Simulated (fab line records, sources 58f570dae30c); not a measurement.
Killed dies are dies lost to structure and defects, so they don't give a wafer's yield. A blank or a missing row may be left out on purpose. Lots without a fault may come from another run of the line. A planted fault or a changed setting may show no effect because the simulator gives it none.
Split-lot experiment | flow berkeley_cmos170 | 5 lots, 27 wafers read, on a route of 331 steps

THE SPLIT
At UCB170_M3_DEVELOP_14 (develop time 45 s), the setting develop_time_s was moved away from the recipe's 45 s on 9 of the 27 wafers read, by -57.7% to +24.7%. The other wafers ran this setting at the recipe's value.

The file shows no step between the split and the reading.

THE READING
cd_nm, in nm, at UCB170_M3_CD_MEAS_15 (target cd 700 nm). Fault-free wafers of this fab line usually give 699.8 nm, standard deviation 0.99 nm.

wafer  | tool, chamber at the split | develop_time_s as run, s | against the recipe | cd_nm, nm | against lot-mates on the recipe
L075.1 | litho_track-01, 0          | 56.12                    | +24.7%             | 699.4     | -0.8
L075.2 | litho_track-01, 0          | 45                       | recipe             | 699.1     | -
L075.3 | litho_track-01, 0          | 45                       | recipe             | 700.4     | -
L075.4 | litho_track-01, 0          | 45                       | recipe             | 701.0     | -
L075.5 | litho_track-01, 0          | 56.12                    | +24.7%             | 700.1     | -0.1
L075.6 | litho_track-01, 0          | 56.12                    | +24.7%             | 698.9     | -1.3
L077.1 | litho_track-03, 0          | 19.02                    | -57.7%             | 706.5     | +6.8
L077.2 | litho_track-03, 0          | 19.02                    | -57.7%             | 706.9     | +7.2
L077.3 | litho_track-03, 0          | 45                       | recipe             | 699.7     | -
L077.4 | litho_track-03, 0          | 19.02                    | -57.7%             | 707.4     | +7.7
L077.5 | litho_track-03, 0          | 45                       | recipe             | 699.6     | -
L077.6 | litho_track-03, 0          | 45                       | recipe             | 699.8     | -
L081.1 | litho_track-04, 0          | 19.56                    | -56.5%             | 707.1     | +6.1
L081.2 | litho_track-04, 0          | 45                       | recipe             | 700.8     | -
L081.3 | litho_track-04, 0          | 45                       | recipe             | 700.3     | -
L081.4 | litho_track-04, 0          | 19.56                    | -56.5%             | 705.6     | +4.6
L081.5 | litho_track-04, 0          | 45                       | recipe             | 701.8     | -
L081.6 | litho_track-04, 0          | 19.56                    | -56.5%             | 706.6     | +5.6
L083.1 | litho_track-04, 0          | 45                       | recipe             | 699.7     | -
L083.2 | litho_track-04, 0          | 45                       | recipe             | 700.0     | -
L083.3 | litho_track-04, 0          | 45                       | recipe             | 700.4     | -
L083.4 | litho_track-04, 0          | 45                       | recipe             | 699.1     | -
L083.5 | litho_track-04, 0          | 45                       | recipe             | 699.8     | -
L083.6 | litho_track-04, 0          | 45                       | recipe             | 700.8     | -
L085.2 | litho_track-03, 0          | 45                       | recipe             | 700.3     | -
L085.3 | litho_track-03, 0          | 45                       | recipe             | 699.3     | -
L085.4 | litho_track-03, 0          | 45                       | recipe             | 700.2     | -

THE FIT
A straight line over all 27 wafers: cd_nm changes by -0.103 nm for each +1% of develop_time_s; r = -0.95; the points scatter about the line by 0.91 nm.
The same after taking each lot's own level away (the mean of its wafers on the recipe; 27 wafers): -0.0999 nm for each +1%; r = -0.95; scatter 0.91 nm.
On that fit, the largest move of develop_time_s shifts the reading by 5.8 nm.
The lots' own levels span 699.70 to 700.97 nm, that is 1.3 times the standard deviation above.
So the lot-to-lot level changes the slope little: the two slopes agree.
Check: with one of the wafers moved furthest among these (-57.7%) left out of the fit, the line predicts +5.98 nm for it against its lot-mates. It came out at +6.8 nm against them.

OTHER SPLITS ON THESE WAFERS
These wafers also went through other splits before the reading. Each is held against what the fit with the lots' levels taken away leaves over:
other split on the same wafers     | wafers away from the commonest value | r with cd_nm (lot level and that fit taken away)
UCB170_ZERO_ETCH_06 target_depth_a | 9                                    | -0.11
UCB170_GATE_ETCH_15 time_s         | 9                                    | -0.09
UCB170_CONTACT_ETCH_18 time_s      | 12                                   | -0.18
UCB170_V2_ETCH_14 time_s           | 9                                    | +0.14

THE WHOLE CHAIN: every reading that the file lists as answering this split, in the file's order
step                 | what it does         | reading                                                   | change (the file's fit)                | r (the file's)
UCB170_M3_CD_MEAS_15 | target cd 700 nm     | cd_nm                                                     | -0.104 nm for each +1% of the setting  | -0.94
UCB170_M3_ETCH_17    | etches BARC in N2/H2 | M3.cd_nm (the simulator's own value, which no gauge read) | -0.0961 nm for each +1% of the setting | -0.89

THE FILE'S OWN FIT
cd_nm changes by -0.104 nm for each +1% of develop_time_s, r = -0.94.
